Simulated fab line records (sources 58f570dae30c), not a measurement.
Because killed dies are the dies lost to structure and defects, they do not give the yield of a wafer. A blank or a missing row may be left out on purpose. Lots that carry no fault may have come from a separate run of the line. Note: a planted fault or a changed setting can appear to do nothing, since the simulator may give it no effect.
Matching of chambers || flow berkeley cmos170 || 4 sister chambers for UCB170_GATE_ETCH_15 on rie si-01
The step etches poly-Si in HBr/Cl2, stops on SiO2, time 56.3 s, target depth 278.2 nm. 14 wafers are shown with their chamber, then 7 later ones without.

## WAFERS, EACH WITH ITS CHAMBER
{"wafer": "L918.2", "chamber": 2, "drypump motor current A (A)": 5.1, "throttle valve pct (%)": 26.30, "oes product au (a.u.)": 0.849}
{"wafer": "L918.4", "chamber": 3, "drypump motor current A (A)": 6.7, "throttle valve pct (%)": 26.93, "oes product au (a.u.)": 0.844}
{"wafer": "L918.5", "chamber": 0, "drypump motor current A (A)": 6.1, "throttle valve pct (%)": 26.54, "oes product au (a.u.)": 0.835}
{"wafer": "L920.4", "chamber": 2, "drypump motor current A (A)": 5.1, "throttle valve pct (%)": 26.31, "oes product au (a.u.)": 0.854}
{"wafer": "L920.5", "chamber": 3, "drypump motor current A (A)": 6.7, "throttle valve pct (%)": 26.93, "oes product au (a.u.)": 0.846}
{"wafer": "L920.6", "chamber": 0, "drypump motor current A (A)": 6.1, "throttle valve pct (%)": 26.53, "oes product au (a.u.)": 0.841}
{"wafer": "L922.1", "chamber": 0, "drypump motor current A (A)": 6.1, "throttle valve pct (%)": 26.53, "oes product au (a.u.)": 0.852}
{"wafer": "L922.3", "chamber": 3, "drypump motor current A (A)": 6.7, "throttle valve pct (%)": 26.91, "oes product au (a.u.)": 0.850}
{"wafer": "L922.5", "chamber": 1, "drypump motor current A (A)": 5.6, "throttle valve pct (%)": 26.32, "oes product au (a.u.)": 0.824}
{"wafer": "L924.3", "chamber": 2, "drypump motor current A (A)": 5.1, "throttle valve pct (%)": 26.29, "oes product au (a.u.)": 0.850}
{"wafer": "L924.5", "chamber": 3, "drypump motor current A (A)": 6.7, "throttle valve pct (%)": 26.94, "oes product au (a.u.)": 0.833}
{"wafer": "L924.6", "chamber": 0, "drypump motor current A (A)": 6.1, "throttle valve pct (%)": 26.53, "oes product au (a.u.)": 0.842}
{"wafer": "L926.1", "chamber": 2, "drypump motor current A (A)": 5.1, "throttle valve pct (%)": 26.31, "oes product au (a.u.)": 0.849}
{"wafer": "L926.2", "chamber": 1, "drypump motor current A (A)": 5.5, "throttle valve pct (%)": 26.33, "oes product au (a.u.)": 0.839}

SIGNATURES, as means of the wafers listed above
{"reading": "drypump motor current A", "chamber 0": 6.100, "chamber 1": 5.550, "chamber 2": 5.100, "chamber 3": 6.700, "scatter within a chamber": 0.0224}
{"reading": "throttle valve pct", "chamber 0": 26.5325, "chamber 1": 26.3250, "chamber 2": 26.3025, "chamber 3": 26.9275, "scatter within a chamber": 0.00935}
{"reading": "oes product au", "chamber 0": 0.84250, "chamber 1": 0.83150, "chamber 2": 0.85050, "chamber 3": 0.84325, "scatter within a chamber": 0.00661}
Rule: a wafer lies at a distance from a chamber equal to the root of the sum of squares, over the readings, of (its reading less the chamber's mean, divided by the reading's scatter). The wafer belongs to the nearest chamber; if the next one is less than 2 further off, it can't be placed. The scatter is the square root of a quotient: the sum, over the shown wafers, of each reading's squared deviation from its chamber's mean, divided by wafers minus chambers.

## WAFERS WITH NO CHAMBER GIVEN
{"wafer": "L926.6", "drypump motor current A (A)": 5.5, "throttle valve pct (%)": 26.31, "oes product au (a.u.)": 0.839}
{"wafer": "L937.2", "drypump motor current A (A)": 6.1, "throttle valve pct (%)": 26.52, "oes product au (a.u.)": 0.845}
{"wafer": "L937.4", "drypump motor current A (A)": 5.1, "throttle valve pct (%)": 26.32, "oes product au (a.u.)": 0.843}
{"wafer": "L937.5", "drypump motor current A (A)": 5.1, "throttle valve pct (%)": 26.31, "oes product au (a.u.)": 0.844}
{"wafer": "L940.2", "drypump motor current A (A)": 5.5, "throttle valve pct (%)": 26.26, "oes product au (a.u.)": 0.821}
{"wafer": "L940.3", "drypump motor current A (A)": 6.1, "throttle valve pct (%)": 26.54, "oes product au (a.u.)": 0.851}
{"wafer": "L940.4", "drypump motor current A (A)": 5.1, "throttle valve pct (%)": 26.32, "oes product au (a.u.)": 0.853}

## WHICH CHAMBER EACH WENT THROUGH
{"wafer": "L926.6", "from the rows above": 1, "in truth": 1}
{"wafer": "L937.2", "from the rows above": 0, "in truth": 0}
{"wafer": "L937.4", "from the rows above": 2, "in truth": 2}
{"wafer": "L937.5", "from the rows above": 2, "in truth": 2}
{"wafer": "L940.2", "from the rows above": 1, "in truth": 1}
{"wafer": "L940.3", "from the rows above": 0, "in truth": 0}
{"wafer": "L940.4", "from the rows above": 2, "in truth": 2}
Placed correctly: 7 of 7. Not placeable from these rows: 0. 0 placed wrongly.
